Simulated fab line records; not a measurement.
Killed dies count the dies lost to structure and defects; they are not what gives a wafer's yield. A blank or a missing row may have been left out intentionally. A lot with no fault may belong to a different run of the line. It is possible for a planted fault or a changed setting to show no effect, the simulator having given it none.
fab line records	flow rit-cmos
record: lots: 5	wafers: 15	last-day: 7
route steps=202 shown ACTIVE@2 FOX1@20 FOX2@23 NWELL@28 PWELL@39 M1@202
lots untouched by any fault: they come from a run of this same line in which no faults occurred
start-h: the number of hours between the record's first day and the start of the first shown wafer of the lot	wait-h: hours since the lot's step before	" identical to the entry in the row above	L1.1+2: several wafers, shown together as one row	- no value, or no start was given	* or withheld: withheld	< > ~ a bound
route shown NAME@n: names a module that has steps shown in the file, with the first one's number in the route	usual: average and standard deviation across the fault-free wafers	same: alike in all rows	chamber/n: place in a boat	sites: each site's reading	_std_site: the standard deviation of these	_edge_site: mean of outer sites minus mean of inner sites	radius-mm: for every site, how far away it sits from the centre of the wafer	mask NAME#n: copy n	behind: the tool/chamber that last shaped the wafer	hold: what put the lot on hold/how long, in hours/how the hold closed	device: transistor that didn't switch, given as n, p or np	end of line: the same wafers' tests at the end of the route	for a step that has no rows: nothing shown but its recipe	killed: dies lost to structure and defects at the first sort, not the wafer's yield	map: shows each die of a wafer: x if killed, . if not, _ if none is there
set.NAME: the setting as run; set.NAME@STEP: as run at that earlier step	model.NAME: the simulator's own value behind a step, which no gauge read
lots at some steps of the route; a table a step, a row a wafer
services: the hour from which a tool's chamber was out of use, counted from the record's first day as start-h (under 0 if before that day), plus the number of hours and why
== steps ==
step: RIT_ACTIVE_OXIDATION_01
recipe: temp-c: 1007	ambient: O2	target-thk-a: 468	ox-time-s: 3360
step: RIT_ACTIVE_THK_MEAS_02
recipe: reads: SiO2_of_ACTIVE_OXIDATION_01
usual: ACTIVE_OXIDE_THK: 49.6/1.2
lot.wafer	tool	chamber	start-h	wait-h	ACTIVE_OXIDE_THK[nm]
L829.1	film-metro-04	-	22.10	0.0	49.8
L829.3	"	-	"	"	49.8
L829.5	"	-	"	"	50.0
L838.1	film-metro-02	-	67.43	0.0	52.1
L838.5	"	-	"	"	52.1
L838.6	"	-	"	"	52.3
L840.1	film-metro-02	-	77.30	0.0	49.5
L840.3	"	-	"	"	49.8
L840.4	"	-	"	"	49.9
L842.1	film-metro-03	-	87.05	0.0	48.8
L842.2	"	-	"	"	49.9
L842.5	"	-	"	"	49.5
L845.2	film-metro-04	-	102.07	0.0	50.7
L845.4	"	-	"	"	49.7
L845.6	"	-	"	"	51.1
step: RIT_ACTIVE_CVD_03
recipe: material: Si3N4	target-thk-nm: 150	temp-c: 810	precursor: SiH2Cl2/NH3	time-s: 1500	pressure-mtorr: 300	sih2cl2-flow-sccm: 60	nh3-flow-sccm: 150
step: RIT_ACTIVE_THK_MEAS_04
recipe: reads: Si3N4_of_ACTIVE_CVD_03
usual: ACTIVE_NITRIDE_THK: 149.9/1.5
lot.wafer	tool	chamber	start-h	wait-h	ACTIVE_NITRIDE_THK[nm]
L829.1	film-metro-03	-	23.57	0.0	151.7
L829.3	"	-	"	"	151.4
L829.5	"	-	"	"	151.7
L838.1	film-metro-02	-	68.91	0.0	153.9
L838.5	"	-	"	"	152.3
L838.6	"	-	"	"	151.2
L840.1	film-metro-04	-	78.78	0.0	149.0
L840.3	"	-	"	"	148.4
L840.4	"	-	"	"	147.9
L842.1	film-metro-04	-	88.53	0.0	151.4
L842.2	"	-	"	"	150.0
L842.5	"	-	"	"	150.5
L845.2	film-metro-03	-	103.55	0.0	151.4
L845.4	"	-	"	"	150.5
L845.6	"	-	"	"	151.2
step: RIT_ACTIVE_HMDS_05
recipe: prime-time-s: 60	prime-temp-c: 140
step: RIT_ACTIVE_COAT_06
recipe: resist: NOVOLAK	spin-rpm: 3250	resist-thk-nm: 1000
step: RIT_ACTIVE_SOFTBAKE_07
recipe: resist: NOVOLAK	temp-c: 90	time-s: 60
step: RIT_ACTIVE_EXPOSE_08
recipe: mask-id: M1	na: 0.6	source-shape: conventional	sigma-outer: 0.6	target-cd-nm: 1400	dose-mj: 225
step: RIT_ACTIVE_PEB_09
recipe: resist: NOVOLAK	temp-c: withheld	time-s: withheld
step: RIT_ACTIVE_DEVELOP_10
recipe: resist: NOVOLAK	develop-time-s: 48.86	dev-temp-c: 23
step: RIT_ACTIVE_CD_MEAS_11
recipe: target-cd-nm: 1400
usual: cd-nm: 1399.9/2.2
lot.wafer	tool	chamber	start-h	wait-h	cd-nm
L829.1	cd-sem-01	-	24.48	-	1404.2
L829.3	"	-	"	"	1402.7
L829.5	"	-	"	"	1401.4
L838.1	cd-sem-01	-	69.82	-	1400.1
L838.5	"	-	"	"	1400.6
L838.6	"	-	"	"	1400.9
L840.1	cd-sem-01	-	79.93	-	1398.5
L840.3	"	-	"	"	1402.7
L840.4	"	-	"	"	1400.0
L842.1	cd-sem-01	-	89.44	-	1399.5
L842.2	"	-	"	"	1400.0
L842.5	"	-	"	"	1400.3
L845.2	cd-sem-02	-	104.47	-	1394.3
L845.4	"	-	"	"	1396.8
L845.6	"	-	"	"	1399.1
step: RIT_ACTIVE_HARDBAKE_12
recipe: resist: NOVOLAK	temp-c: 140	time-s: 60
step: RIT_ACTIVE_ETCH_13
recipe: stop-on: SiO2	chemistry: SF6	target: Si3N4	time-s: 210	over-etch-frac: 0.4	SF6_flow_sccm: 200	pressure-mtorr: 260	rf-w: 125	target-depth-a: 2100
usual: SF6_flow_sccm: 199.9/0.55	drypump-motor-current-A: 5.6/0.54	oes-product-au: 0.820/0.011	throttle-valve-pct: 7.52/0.11
lot.wafer	tool	chamber	start-h	wait-h	SF6_flow_sccm	drypump-motor-current-A	oes-product-au	rf-hours-counter-h	throttle-valve-pct	model.NOVOLAK_of_ACTIVE_COAT_06.thk-nm	model.ACTIVE.feature-depth-nm	model.etch.depth-nm
L829.1	rie-diel-02	2	24.75	0.1	199.3	5.0	0.825	3	7.74	649.4	152	151.7
L829.3	"	0	"	"	199.3	5.8	0.822	23	7.50	653.2	151.4	151.4
L829.5	"	2	"	"	199.8	5.0	0.831	-	7.74	650.4	152.1	151.8
L838.1	rie-diel-03	2	70.09	0.1	199.9	6.1	0.816	165	7.26	654.2	153.9	153.9
L838.5	"	3	"	"	199.0	4.8	0.825	-	7.63	649.3	153.1	152.1
L838.6	"	0	"	"	199.7	5.9	0.801	-	7.47	641.1	153.2	151.2
L840.1	rie-diel-01	1	80.20	0.1	199.8	5.2	0.823	58	7.52	653.4	149.9	149.1
L840.3	"	3	"	"	200.1	5.3	0.836	126	7.47	646.4	150.4	148.4
L840.4	"	2	"	"	198.8	6.1	0.813	-	7.54	652.7	149	147.9
L842.1	rie-diel-02	0	89.71	0.1	199.4	5.8	0.825	24	7.50	653.3	151.2	151.2
L842.2	"	2	"	"	200.3	5.1	0.820	4	7.75	654.9	150.4	150
L842.5	"	2	"	"	200.8	5.0	0.830	-	7.74	652.6	150.9	150.5
L845.2	rie-diel-01	3	104.74	0.1	200.4	5.3	0.822	127	7.46	726.2	144.1	144.1
L845.4	"	1	"	"	199.3	5.2	0.837	58	7.53	655.5	151.4	150.6
L845.6	"	2	"	"	200.1	6.1	0.818	-	7.53	650.5	152.3	151.2
step: RIT_ACTIVE_STRIP_14
recipe: chemistry: O2	time-s: 180	resist: NOVOLAK	platen-temp-c: withheld	power-w: 500	pressure-mtorr: 4000	o2-flow-sccm: 4000
usual: drypump-motor-current-A: 5.9/0.38
lot.wafer	tool	chamber	start-h	wait-h	drypump-motor-current-A	rf-hours-counter-h
L829.1	plasma-asher-01	0	24.89	0.1	5.7	37
L829.3	"	0	"	"	5.7	-
L829.5	"	0	"	"	5.7	-
L838.1	plasma-asher-02	0	70.22	0.1	5.5	29
L838.5	"	1	"	"	6.6	-
L838.6	"	0	"	"	5.5	-
L840.1	plasma-asher-01	0	80.33	0.1	5.7	43
L840.3	"	1	"	"	5.6	-
L840.4	"	0	"	"	5.7	-
L842.1	plasma-asher-01	0	89.84	0.1	5.7	44
L842.2	"	1	"	"	5.7	44
L842.5	"	1	"	"	5.7	-
L845.2	plasma-asher-02	1	104.88	0.1	6.6	33
L845.4	"	0	"	"	5.5	-
L845.6	"	0	"	"	5.5	-
step: RIT_ACTIVE_CD_MEAS_90
recipe: target-cd-nm: 1400
usual: cd-nm: 1400.0/2.2
lot.wafer	tool	chamber	start-h	wait-h	cd-nm
L829.1	cd-sem-02	-	25.06	0.1	1404.4
L829.3	"	-	"	"	1403.1
L829.5	"	-	"	"	1401.9
L838.1	cd-sem-02	-	70.40	0.1	1400.0
L838.5	"	-	"	"	1401.1
L838.6	"	-	"	"	1400.6
L840.1	cd-sem-01	-	80.51	0.1	1399.0
L840.3	"	-	"	"	1402.6
L840.4	"	-	"	"	1399.8
L842.1	cd-sem-01	-	90.02	0.1	1399.9
L842.2	"	-	"	"	1400.5
L842.5	"	-	"	"	1400.9
L845.2	cd-sem-01	-	105.07	0.1	1395.1
L845.4	"	-	"	"	1396.8
L845.6	"	-	"	"	1398.9
step: RIT_ACTIVE_CLEAN_15
recipe: chemistry: SC1	mix: 3:3:50	time-s: 600	temp-c: 75
step: RIT_ACTIVE_CLEAN_16
recipe: chemistry: dHF	dilution: 50:1	time-s: 30
step: RIT_ACTIVE_CLEAN_17
recipe: chemistry: SC2	mix: 3:3:50	time-s: 600	temp-c: 75	dry: n2-spin
step: RIT_FOX1_OXIDATION_00
recipe: temp-c: 1100	ambient: H2O	target-thk-a: 3507	p-h2o-torr: 720	ox-time-s: 1130
step: RIT_FOX1_THK_MEAS_01
recipe: reads: SiO2_of_FOX1_OXIDATION_00
usual: FOX1_OXIDE_THK: 349/6.5
lot.wafer	tool	chamber	start-h	wait-h	FOX1_OXIDE_THK[nm]
L829.1	film-metro-03	-	28.49	0.0	342
L829.3	"	-	"	"	345
L829.5	"	-	"	"	344
L838.1	film-metro-02	-	72.66	0.0	351
L838.5	"	-	"	"	355
L838.6	"	-	"	"	355
L840.1	film-metro-01	-	83.61	0.0	343
L840.3	"	-	"	"	336
L840.4	"	-	"	"	337
L842.1	film-metro-02	-	92.68	0.0	357
L842.2	"	-	"	"	355
L842.5	"	-	"	"	355
L845.4	film-metro-01	-	113.84	0.0	346
L845.6	"	-	"	"	351
step: RIT_FOX1_WET_ETCH_02
recipe: chemistry: BOE	target-depth-nm: 350	time-s: 390	temp-c: 21.5	dry: n2-spin	dilution: 10:1	target: SiO2
step: RIT_FOX2_OXIDATION_00
recipe: temp-c: 1100	ambient: H2O	target-thk-a: 3507	p-h2o-torr: 720	ox-time-s: 1130
step: RIT_FOX2_THK_MEAS_01
recipe: reads: SiO2_of_FOX2_OXIDATION_00
usual: FOX2_OXIDE_THK: 350/6.6
lot.wafer	tool	chamber	start-h	wait-h	FOX2_OXIDE_THK[nm]
L829.1	film-metro-01	-	29.99	0.0	342
L829.3	"	-	"	"	351
L829.5	"	-	"	"	350
L838.1	film-metro-01	-	74.16	0.0	343
L838.5	"	-	"	"	336
L838.6	"	-	"	"	339
L840.1	film-metro-04	-	85.11	0.0	342
L840.3	"	-	"	"	346
L840.4	"	-	"	"	341
L842.1	film-metro-04	-	94.17	0.0	344
L842.2	"	-	"	"	347
L842.5	"	-	"	"	340
L845.4	film-metro-04	-	117.20	0.0	345
L845.6	"	-	"	"	338
step: RIT_FOX2_CLEAN_02
recipe: chemistry: dHF	dilution: 50:1	time-s: 186.9
step: RIT_FOX2_WET_ETCH_03
recipe: chemistry: H3PO4	target: Si3N4	target-depth-nm: 195	temp-c: 165	time-s: 2700
step: RIT_FOX2_THK_MEAS_90
recipe: reads: SiO2_of_FOX2_OXIDATION_00
usual: FIELD_OXIDE_LEFT_1_THK: 322/6.6
lot.wafer	tool	chamber	start-h	wait-h	FIELD_OXIDE_LEFT_1_THK[nm]
L829.1	film-metro-01	-	30.86	0.0	314
L829.3	"	-	"	"	323
L829.5	"	-	"	"	322
L838.1	film-metro-04	-	75.11	0.0	315
L838.5	"	-	"	"	308
L838.6	"	-	"	"	312
L840.1	film-metro-03	-	85.99	0.0	314
L840.3	"	-	"	"	318
L840.4	"	-	"	"	313
L842.1	film-metro-04	-	95.10	0.0	316
L842.2	"	-	"	"	319
L842.5	"	-	"	"	311
L845.4	film-metro-01	-	118.08	0.0	318
L845.6	"	-	"	"	311
step: RIT_NWELL_HMDS_00
recipe: prime-time-s: 60	prime-temp-c: 140
step: RIT_NWELL_COAT_01
recipe: resist: NOVOLAK	spin-rpm: 2000	resist-thk-nm: 1300
step: RIT_NWELL_SOFTBAKE_02
recipe: resist: NOVOLAK	temp-c: 90	time-s: 60
step: RIT_NWELL_EXPOSE_03
recipe: mask-id: M2	na: 0.57	target-cd-nm: 43900	dose-mj: 250
step: RIT_NWELL_PEB_04
recipe: resist: NOVOLAK	temp-c: withheld	time-s: withheld
step: RIT_NWELL_DEVELOP_05
recipe: resist: NOVOLAK	develop-time-s: 68	dev-temp-c: 23
step: RIT_NWELL_OVL_MEAS_06
usual: NWELL_OVL: 2.2/1.6
lot.wafer	tool	chamber	start-h	wait-h	NWELL_OVL[nm]
L829.1	overlay-02	-	31.93	-	3.6
L829.3	"	-	"	"	4.6
L829.5	"	-	"	"	4.9
L838.1	overlay-02	-	76.05	-	3.7
L838.5	"	-	"	"	4.3
L838.6	"	-	"	"	3.8
L840.1	overlay-02	-	87.13	-	5.0
L840.3	"	-	"	"	4.3
L840.4	"	-	"	"	5.9
L842.1	overlay-02	-	96.16	-	0.8
L842.2	"	-	"	"	2.7
L842.5	"	-	"	"	0.9
L845.4	overlay-02	-	119.14	-	1.6
L845.6	"	-	"	"	1.9
step: RIT_NWELL_HARDBAKE_07
recipe: resist: NOVOLAK	temp-c: 140	time-s: 120
step: RIT_NWELL_IMPLANT_08
recipe: species: P	energy-kev: 170	dose-cm2: 5e+13	tilt-deg: 7
step: RIT_NWELL_STRIP_09
recipe: chemistry: O2	time-s: 180	resist: NOVOLAK	platen-temp-c: withheld	power-w: 500	pressure-mtorr: 4000	o2-flow-sccm: 4000
usual: drypump-motor-current-A: 5.58/0.21
lot.wafer	tool	chamber	start-h	wait-h	drypump-motor-current-A	rf-hours-counter-h
L829.1	plasma-asher-01	1	32.36	0.1	5.67	37
L829.3	"	0	"	"	5.72	-
L829.5	"	0	"	"	5.70	-
L838.1	plasma-asher-04	0	76.49	0.1	5.67	42
L838.5	"	1	"	"	5.25	-
L838.6	"	0	"	"	5.67	-
L840.1	plasma-asher-01	0	87.57	0.1	5.71	43
L840.3	"	0	"	"	5.72	-
L840.4	"	1	"	"	5.68	-
L842.1	plasma-asher-01	1	96.60	0.1	5.67	44
L842.2	"	0	"	"	5.74	44
L842.5	"	0	"	"	5.74	-
L845.4	plasma-asher-03	0	119.61	0.1	5.91	-
L845.6	"	1	"	"	5.65	-
step: RIT_NWELL_TW_MEAS_10
usual: NWELL_TW: 2139/13
lot.wafer	tool	chamber	start-h	wait-h	NWELL_TW
L829.1	film-metro-02	-	32.54	0.1	2135
L829.3	"	-	"	"	2149
L829.5	"	-	"	"	2138
L838.1	film-metro-01	-	76.66	0.1	2143
L838.5	"	-	"	"	2149
L838.6	"	-	"	"	2150
L840.1	film-metro-02	-	87.74	0.1	2142
L840.3	"	-	"	"	2123
L840.4	"	-	"	"	2126
L842.1	film-metro-01	-	96.77	0.1	2159
L842.2	"	-	"	"	2164
L842.5	"	-	"	"	2146
L845.4	film-metro-01	-	119.76	0.1	2178
L845.6	"	-	"	"	2169
step: RIT_PWELL_HMDS_00
recipe: prime-time-s: 60	prime-temp-c: 140
step: RIT_PWELL_COAT_01
recipe: resist: NOVOLAK	spin-rpm: 2000	resist-thk-nm: 1300
step: RIT_PWELL_SOFTBAKE_02
recipe: resist: NOVOLAK	temp-c: 90	time-s: 61.77
usual: plate-sensor-t-centre-C: 90.969/0.0098	plate-sensor-t-edge-C: 91.021/0.0097
lot.wafer	tool	chamber	start-h	wait-h	plate-sensor-t-centre-C	plate-sensor-t-edge-C
L829.1	litho-track-04	0	32.90	0.1	90.989	91.024
L829.3	"	0	"	"	90.976	91.035
L829.5	"	0	"	"	90.955	91.017
L838.1	litho-track-03	0	77.02	0.1	90.955	91.007
L838.5	"	0	"	"	90.954	91.013
L838.6	"	0	"	"	90.996	91.024
L840.1	litho-track-04	0	88.10	0.1	90.978	91.023
L840.3	"	0	"	"	90.985	91.024
L840.4	"	0	"	"	90.955	91.015
L842.1	litho-track-03	0	97.28	0.1	90.950	91.016
L842.2	"	0	"	"	90.979	91.021
L842.5	"	0	"	"	90.961	91.038
L845.4	litho-track-03	0	120.16	0.1	90.983	91.029
L845.6	"	0	"	"	90.980	91.040
step: RIT_PWELL_EXPOSE_03
recipe: mask-id: M3	na: 0.57	target-cd-nm: 43700	dose-mj: 250
step: RIT_PWELL_PEB_04
recipe: resist: NOVOLAK	temp-c: withheld	time-s: withheld
step: RIT_M1_PROBE_99
usual: killed-at-front-end: 6.9/2.9	killed-dies: 7.0/2.9	killed-on-rim: 1.9/1.4	killed-open: 3.4/2.1	killed-short: 3.5/1.8
same: gross-dies: 264	killed_at_M0_to_M3: 0	killed_at_M4_up: 0	killed-at-back-side: 0	killed-at-contacts: 0	killed-at-other: 0
lot.wafer	tool	chamber	start-h	wait-h	hold	killed-at-front-end	killed-dies	killed-on-rim	killed-open	killed-short
L829.1	prober-01	-	70.12	0.1	-	4	4	0	3	1
L829.3	prober-01	-	70.22	0.2	-	5	5	0	3	2
L829.5	prober-01	-	70.32	0.2	-	10	10	1	3	7
L838.1	prober-02	-	115.21	0.1	-	4	4	0	1	3
L838.5	prober-02	-	115.41	0.2	-	3	3	0	1	2
L838.6	prober-02	-	115.46	0.2	-	1	1	0	0	1
L840.1	prober-02	-	124.03	0.1	-	8	8	1	5	3
L840.3	prober-02	-	124.13	0.2	-	7	7	1	2	5
L840.4	prober-02	-	124.18	0.2	-	9	9	5	6	3
L842.1	prober-02	-	139.95	0.1	-	6	6	2	2	4
L842.2	prober-02	-	140.00	0.1	-	5	5	1	2	3
L842.5	prober-02	-	140.15	0.2	-	7	7	0	2	5
L845.2	prober-01	-	157.85	0.1	await-dispo/9.4h/release	263	263	70	5	5
L845.4	prober-01	-	157.95	0.2	await-dispo/9.4h/release	8	8	3	4	4
L845.6	prober-01	-	158.05	0.2	await-dispo/9.4h/release	6	6	2	3	3
killed by level:class
L829.1 FOX2:geometric-particle:open=1 GATE:geometric-particle:open=1 REOX:geometric-particle:short=1 SPACER:geometric-particle:open=1
L829.3 FOX2:geometric-particle:open=1 FOX2:geometric-particle:short=1 GATE:geometric-particle:open=1 GATE:geometric-particle:short=1 SPACER:geometric-particle:open=1
L829.5 SPACER:geometric-particle:short=3 GATE:geometric-particle:open=2 GATE:geometric-particle:short=2 REOX:geometric-particle:short=1 SPACER:geometric-particle:open=1 SILICIDE:geometric-particle:short=1
L838.1 GATE:geometric-particle:short=1 GATE:geometric-particle:open=1 REOX:geometric-particle:short=1 SPACER:geometric-particle:short=1
L838.5 REOX:geometric-particle:short=1 SPACER:geometric-particle:short=1 SILICIDE:geometric-particle:open=1
L838.6 REOX:geometric-particle:short=1
L840.1 GATE:geometric-particle:open=2 SILICIDE:geometric-particle:short=2 FOX2:geometric-particle:short=1 FOX2:geometric-particle:open=1 REOX:geometric-particle:open=1 SILICIDE:geometric-particle:open=1
L840.3 SILICIDE:geometric-particle:short=3 GATE:geometric-particle:short=2 GATE:geometric-particle:open=1 SILICIDE:geometric-particle:open=1
L840.4 GATE:geometric-particle:open=3 SPACER:geometric-particle:short=2 FOX1:geometric-particle:open=1 FOX2:geometric-particle:open=1 SPACER:geometric-particle:open=1 SILICIDE:geometric-particle:short=1
L842.1 GATE:geometric-particle:open=2 GATE:geometric-particle:short=2 SILICIDE:geometric-particle:short=2
L842.2 FOX1:geometric-particle:open=1 FOX2:geometric-particle:short=1 GATE:geometric-particle:short=1 SPACER:geometric-particle:short=1 SILICIDE:geometric-particle:open=1
L842.5 GATE:geometric-particle:short=2 GATE:geometric-particle:open=2 FOX2:geometric-particle:short=1 REOX:geometric-particle:short=1 SPACER:geometric-particle:short=1
L845.2 ACTIVE:area-etch=253 GATE:geometric-particle:open=3 GATE:geometric-particle:short=2 SPACER:geometric-particle:short=2 FOX1:geometric-particle:short=1 FOX2:geometric-particle:open=1 SILICIDE:geometric-particle:open=1
L845.4 SILICIDE:geometric-particle:short=2 GATE:geometric-particle:open=1 REOX:geometric-particle:open=1 REOX:geometric-particle:short=1 SPACER:geometric-particle:short=1 SPACER:geometric-particle:open=1 SILICIDE:geometric-particle:open=1
L845.6 GATE:geometric-particle:open=3 FOX1:geometric-particle:short=1 GATE:geometric-particle:short=1 REOX:geometric-particle:short=1
map L845.2 (x killed, . not)
________xxxxxxx_______
_____xxxxxxxxxxxxx____
____xxxxxxxxxxxxxxx___
___xxxxxxxxxxxxxxxxx__
__xxxxxxxxxxxxxxxxxxx_
__xxxxxxxxxxxxxxxxxxx_
_xxxxxxxxxxxxxxxxxxxxx
_xxxxxxxxxxxxxxxxxxxxx
_xxxxxxxxxxxxxxxxxxxxx
_xxxxxx.xxxxxxxxxxxxxx
__xxxxxxxxxxxxxxxxxxx_
__xxxxxxxxxxxxxxxxxxx_
___xxxxxxxxxxxxxxxxx__
____xxxxxxxxxxxxxxx___
_____xxxxxxxxxxxxx____
________xxxxxxx_______
map L840.4 (x killed, . not)
________......x_______
_____x............____
____.............x.___
___...........x.....__
__..................._
__..................._
_.....................
_.....................
_.....................
_....x................
__................x.._
__............x......_
___.................__
____..............x___
_____...x.........____
________......._______
== services ==
tool	chamber	start-h	hours	kind
rie-diel-03	0	9.32	3.7	repair
rie-diel-03	-	12.05	3.5	repair
rie-diel-03	-	34.25	2.8	pm
rie-diel-01	-	35.18	0.9	repair
plasma-asher-04	-	37.92	1.1	repair
rie-diel-02	2	40.87	4.4	repair
rie-diel-01	0	42.94	3.8	repair
rie-diel-03	1	63.76	17.4	repair
rie-diel-01	0	70.81	-	clean
rie-diel-01	0	70.81	20.7	scheduled-down
rie-diel-01	0	70.81	20.7	vent-cycle
rie-diel-03	2	81.13	-	clean
rie-diel-03	2	81.13	-	consumable-replace:esc
rie-diel-03	2	81.13	30.9	scheduled-down
rie-diel-03	2	81.13	30.9	vent-cycle
plasma-asher-01	-	108.75	9.0	pm
plasma-asher-01	0	108.75	9.0	vent-cycle
plasma-asher-01	1	108.75	9.0	vent-cycle
rie-diel-03	1	112.02	-	clean
rie-diel-03	1	112.02	26.6	scheduled-down
rie-diel-03	1	112.02	26.6	vent-cycle
plasma-asher-01	0	117.75	-	clean
plasma-asher-01	1	117.75	-	clean
rie-diel-02	-	118.34	20.4	repair
== key ==
first-sign: step: RIT_M1_PROBE_99	reading: killed-at-front-end	direction: up	sigmas: 88	usual: 6.9	struck: 263
effect: step: RIT_M1_PROBE_99	reading: killed-dies	direction: up	sigmas: 88	usual: 7.0	struck: 263
model-effect: step: RIT_ACTIVE_ETCH_13	value: NOVOLAK_of_ACTIVE_COAT_06.thk-nm	without: 648.2	struck: 726.2
more-kills-born-at: RIT_ACTIVE_ETCH_13@rie-diel-01: 253
met-at RIT_ACTIVE_ETCH_13
struck-wafers L845.2
later-rows-left-out L845.2
tester-left-out L845
onset-between 80.20 104.74
fault: kind: process-parameter-drift	tool: rie-diel-01	chamber: 3	onset-h: 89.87	steps: RIT_ACTIVE_ETCH_13	channel: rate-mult	offset: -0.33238	shape: step	end-h: 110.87
tester-left-out: of these lots the tester's yield and bins aren't shown, on N5 and GAA mostly nor the transistor test; their killed dies are dies lost to structure and defects alone, not to doping, threshold or leakage, so they don't give the yield
later-rows-left-out: the simulator's readings of these wafers behind a module that went badly wrong aren't trusted and aren't shown, but for the sort
